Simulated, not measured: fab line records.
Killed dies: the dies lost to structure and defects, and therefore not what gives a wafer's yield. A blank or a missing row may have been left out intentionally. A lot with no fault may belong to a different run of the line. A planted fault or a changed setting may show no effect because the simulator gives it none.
2 desks looking at one fault | flow berkeley-cmos170 | what lay behind the numbers comes last; until then each desk has only its own

== AT THE METROLOGY DESK ==
Means of the sampled wafers that have a number, per lot and without regard to the tool the lot ran on: this is what the gauges read. The brackets show how far a lot's mean lies from the usual mean; more than 4 standard deviations puts the lot out of limits, marked OUT.
Columns: A = cd-nm at UCB170_CONTACT_CD_MEAS_90, usual 699.7 nm
lot  | first seen here | A
L906 | day 8 16:56     | 699.3
L905 | day 8 17:47     | 697.6
L909 | day 9 01:20     | 698.0
L907 | day 9 01:44     | 701.4
L908 | day 9 03:27     | 700.8
L910 | day 10 02:35    | 698.4
L911 | day 10 03:36    | 699.6
L918 | day 10 21:29    | 702.2
L914 | day 10 22:29    | 699.5
L915 | day 11 00:51    | 700.6
L913 | day 11 01:41    | 698.6
L922 | day 11 20:28    | 700.2
L921 | day 11 20:49    | 699.5
L920 | day 11 21:06    | 699.4
L926 | day 12 22:36    | 700.1
This desk found nothing out of limits on any of the 15 lots.

== THE TOOL OWNER'S DESK: cmp-02 ==
The tool's own readings at UCB170_V1_CMP_02 (polishes SiO2): means of the sampled wafers that have a number, for each lot that ran on this tool. The brackets show how far a lot's mean lies from the usual mean; more than 4 standard deviations puts the lot out of limits, marked OUT.
Columns: A = head-pressure-psi at UCB170_V1_CMP_02, usual 6.001 psi; B = motor-current-A at UCB170_V1_CMP_02, usual 16.3 A; C = platen-rpm at UCB170_V1_CMP_02, usual 60.01 rpm
lot  | first seen here | A     | B    | C
L906 | day 8 20:55     | 5.998 | 16.0 | 60.03
L909 | day 9 04:53     | 6.001 | 16.8 | 60.03
L907 | day 9 06:10     | 6.002 | 17.3 | 59.98
L908 | day 9 08:19     | 6.015 | 16.0 | 59.99
L910 | day 10 06:10    | 6.012 | 15.2 | 60.03
L918 | day 11 01:03    | 6.004 | 17.8 | 60.00
L914 | day 11 05:10    | 5.987 | 16.4 | 60.02
L915 | day 11 05:28    | 6.004 | 15.2 | 60.01
L922 | day 12 00:25    | 6.004 | 16.8 | 45.03 (-99 or more) OUT
L921 | day 12 01:48    | 6.003 | 18.0 | 45.02 (-99 or more) OUT
L920 | day 12 02:03    | 5.999 | 15.9 | 44.99 (-99 or more) OUT
This desk's verdict: out of limits on L920, L921, L922, starting with L922 at day 12 00:25 (platen-rpm at UCB170_V1_CMP_02). Within limits: L906, L909, L907, L908, L910, L918, L914, L915.

== ALL TOGETHER ==
The tool owner's desk could have raised an alarm at day 12 00:25, on L920, L921, L922.
Metrology desk: nothing out of limits seen.
The metrology desk has L920, L921, L922 on record, within its limits.
All the named lots went through UCB170_V1_CMP_02 on cmp-02.

== WHAT THE SIMULATOR HAD PUT IN ==
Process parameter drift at UCB170_V1_CMP_02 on cmp-02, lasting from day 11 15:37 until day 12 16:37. A move of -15 in setting platen-rpm, from 60. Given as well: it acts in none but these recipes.
Struck lots among those shown: L920, L921, L922.
Delay in hours, fault start to first out-of-limits reading, by desk: the tool owner's desk at 9.
